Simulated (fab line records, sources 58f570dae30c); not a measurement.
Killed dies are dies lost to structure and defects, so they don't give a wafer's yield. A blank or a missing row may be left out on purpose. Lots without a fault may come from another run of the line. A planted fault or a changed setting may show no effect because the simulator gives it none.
Tool commonality check | flow berkeley_cmos170 | 13 lots, 39 wafers sampled

WHY IT WAS OPENED
At UCB170_GATE_CD_MEAS_12 the reading cd_nm is flagged on 1 of 13 lots. Wafers without a fault read 350.0 nm, standard deviation 1.3.
Rule: a lot is flagged when every wafer of it that has a number lies more than 4 standard deviations from that mean, or none has a number. The other lots count as sound.

lot  | measured     | on        | cd_nm (nm), wafer by wafer | flag
L614 | day 6 18:08  | cd_sem-02 | 349.1 349.7 349.5          |
L615 | day 6 18:16  | cd_sem-02 | 351.3 350.9 350.2          |
L617 | day 7 04:02  | cd_sem-02 | 349.6 350.6 348.7          |
L616 | day 7 04:10  | cd_sem-02 | 349.4 350.2 348.5          |
L620 | day 7 14:16  | cd_sem-02 | 348.9 347.9 349.5          |
L619 | day 7 14:44  | cd_sem-01 | 283.0 284.1 281.7          | FLAGGED
L624 | day 8 16:19  | cd_sem-01 | 349.1 349.3 349.1          |
L626 | day 8 16:37  | cd_sem-02 | 350.8 350.1 350.6          |
L631 | day 9 08:30  | cd_sem-02 | 351.8 350.3 350.7          |
L632 | day 10 01:25 | cd_sem-02 | 346.5 347.4 348.7          |
L633 | day 10 01:35 | cd_sem-01 | 349.6 349.6 349.8          |
L636 | day 10 09:40 | cd_sem-02 | 348.6 350.6 349.1          |
L634 | day 10 09:46 | cd_sem-02 | 349.1 349.8 351.2          |
The numbers of the flagged lots are 282.9 nm on average: -67.1 nm against the usual, or -52 standard deviations.

WHICH TOOL RAN EACH LOT
The record holds 1 process step before the reading, out of a route of 331 steps. In each cell: the tool, then ch and the chambers that the sampled wafers went through, then the start.
lot  | flag    | UCB170_GATE_EXPOSE_09
L614 |         | krf_scanner-02 ch 0, day 6 17:28
L615 |         | krf_scanner-02 ch 0, day 6 17:35
L617 |         | krf_scanner-02 ch 0, day 7 02:48
L616 |         | krf_scanner-01 ch 0, day 7 03:08
L620 |         | krf_scanner-02 ch 0, day 7 13:40
L619 | FLAGGED | krf_scanner-01 ch 0, day 7 13:59
L624 |         | krf_scanner-02 ch 0, day 8 15:48
L626 |         | krf_scanner-01 ch 0, day 8 16:07
L631 |         | krf_scanner-02 ch 0, day 9 08:07
L632 |         | krf_scanner-01 ch 0, day 10 01:02
L633 |         | krf_scanner-01 ch 0, day 10 01:09
L636 |         | krf_scanner-01 ch 0, day 10 09:07
L634 |         | krf_scanner-02 ch 0, day 10 09:20
What these steps do:
- UCB170_GATE_EXPOSE_09: exposes mask POLY, target cd 350 nm.
- UCB170_GATE_CD_MEAS_12: target cd 350 nm.

FLAGGED OVER TOTAL, TOOL BY TOOL (the gauges that took the reading come last)
step                   | tool           | lots run | flagged | share of the flagged lots | sound lots run after its first flagged lot
UCB170_GATE_EXPOSE_09  | krf_scanner-01 | 6        | 1       | all                       | 4 (L626,L632,L633,L636)
UCB170_GATE_EXPOSE_09  | krf_scanner-02 | 7        | 0       | none                      | -
UCB170_GATE_CD_MEAS_12 | cd_sem-01      | 3        | 1       | all                       | 2 (L624,L633)
UCB170_GATE_CD_MEAS_12 | cd_sem-02      | 10       | 0       | none                      | -

WHAT THE TABLE ALLOWS
2 rows of the table ran every flagged lot: krf_scanner-01 at UCB170_GATE_EXPOSE_09, cd_sem-01 at UCB170_GATE_CD_MEAS_12.
- krf_scanner-01 at UCB170_GATE_EXPOSE_09: 1 of its 6 lots flagged. Sound lots ran on it after the first flagged one (L626, L632, L633, L636), which a lasting fault on the whole tool wouldn't allow.
- cd_sem-01 at UCB170_GATE_CD_MEAS_12: 1 of its 3 lots flagged. Sound lots ran on it after the first flagged one (L624, L633), which a lasting fault on the whole tool wouldn't allow.
No row of the table ran every flagged lot and no sound lot after the first.

WHAT THE SIMULATOR HAD PUT IN
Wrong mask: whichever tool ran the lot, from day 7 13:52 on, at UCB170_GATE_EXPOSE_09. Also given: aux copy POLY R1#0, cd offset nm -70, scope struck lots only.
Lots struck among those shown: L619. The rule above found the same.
